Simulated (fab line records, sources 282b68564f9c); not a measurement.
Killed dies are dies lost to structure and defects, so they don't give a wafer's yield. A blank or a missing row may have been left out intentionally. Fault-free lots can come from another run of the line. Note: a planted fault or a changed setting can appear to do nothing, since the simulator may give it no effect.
Which tool did it?    flow rit cmos    13 lots, 39 wafers sampled, at 2 steps of a route of 202

## WHAT THE GAUGES READ, wafer by wafer
RIT_GATE_THK_MEAS_09. Usual: GATE_POLY_THK gives 248.8 nm (standard deviation 2.8).
lot   measured     on             GATE_POLY_THK (nm)                   flag
L707  day 2 12:19  film metro-04  252.1 251.9 251.9                    
L708  day 2 16:49  film metro-04  253.4 248.0 253.4                    
L710  day 3 02:09  film metro-04  244.3 247.6 246.9                    
L711  day 3 07:10  film metro-02  246.0 246.1 244.3                    
L712  day 3 14:51  film metro-03  248.0 247.8 247.3                    
L713  day 3 17:44  film metro-03  251.0 252.0 250.2                    
L714  day 4 00:22  film metro-04  246.3 245.5 245.0                    
L715  day 4 02:40  film metro-04  248.7 248.2 246.8                    
L716  day 4 08:35  film metro-03  247.4 245.9 247.8                    
L717  day 4 14:01  film metro-04  250.7 249.4 252.5                    
L718  day 4 22:11  film metro-04  250.3 247.7 249.0                    
L720  day 5 08:50  film metro-02  110.8 107.9 111.2 110.9 108.0 111.1  OFF
L723  day 5 20:44  film metro-04  244.7 245.2 246.9                    

## WHICH TOOL RAN EACH LOT (tool, then ch and the chambers of the sampled wafers, then the start)
lot   RIT_GATE_CVD_08
L707  lpcvd-01 ch 1, day 2 10:41
L708  lpcvd-01 ch 0, day 2 15:11
L710  lpcvd-02 ch 1, day 3 00:32
L711  lpcvd-02 ch 1, day 3 05:32
L712  lpcvd-01 ch 0, day 3 13:14
L713  lpcvd-02 ch 1, day 3 16:07
L714  lpcvd-02 ch 0, day 3 22:46
L715  lpcvd-01 ch 0, day 4 01:02
L716  lpcvd-02 ch 0, day 4 06:58
L717  lpcvd-02 ch 1, day 4 12:23
L718  lpcvd-01 ch 0, day 4 20:34
L720  lpcvd-01 ch 0, day 5 07:12
L723  lpcvd-02 ch 0, day 5 19:07
- RIT_GATE_CVD_08: deposits poly-Si from SiH4, target thk 250 nm, time 2220 s.

## WHAT THE TOOLS THEMSELVES READ (means of the sampled wafers that have a number; where no wafer has one, the mark that the record gives instead)
The record holds no such reading with a usual standard deviation.

## THE ANSWER, worked out from the rows above alone
Rule: take the mean of a lot's wafers that have a number; if it is more than 3 standard deviations from the usual mean, the lot is off. A lot without any number at a reading at which 4 lots or more have one is off too. Any other lot the step has rows for is counted as sound. First the gauges in route order, then the tools' own readings, where a lot's mean is used as printed above. At the first step where some lot is off, the reading lying furthest off is the one used; lots without a number count as furthest.
Off: at RIT_GATE_THK_MEAS_09 (GATE_POLY_THK), L720.
A tool fits if, at a process step before that reading, it ran every lot that is off, and no sound lot after the first of them. The gauges at RIT_GATE_THK_MEAS_09 are tried like those tools. 2 tools fit, lpcvd-01 at RIT_GATE_CVD_08 and film metro-02 at RIT_GATE_THK_MEAS_09, so this cannot tell which one it is.

## WHAT THE SIMULATOR HAD INSERTED
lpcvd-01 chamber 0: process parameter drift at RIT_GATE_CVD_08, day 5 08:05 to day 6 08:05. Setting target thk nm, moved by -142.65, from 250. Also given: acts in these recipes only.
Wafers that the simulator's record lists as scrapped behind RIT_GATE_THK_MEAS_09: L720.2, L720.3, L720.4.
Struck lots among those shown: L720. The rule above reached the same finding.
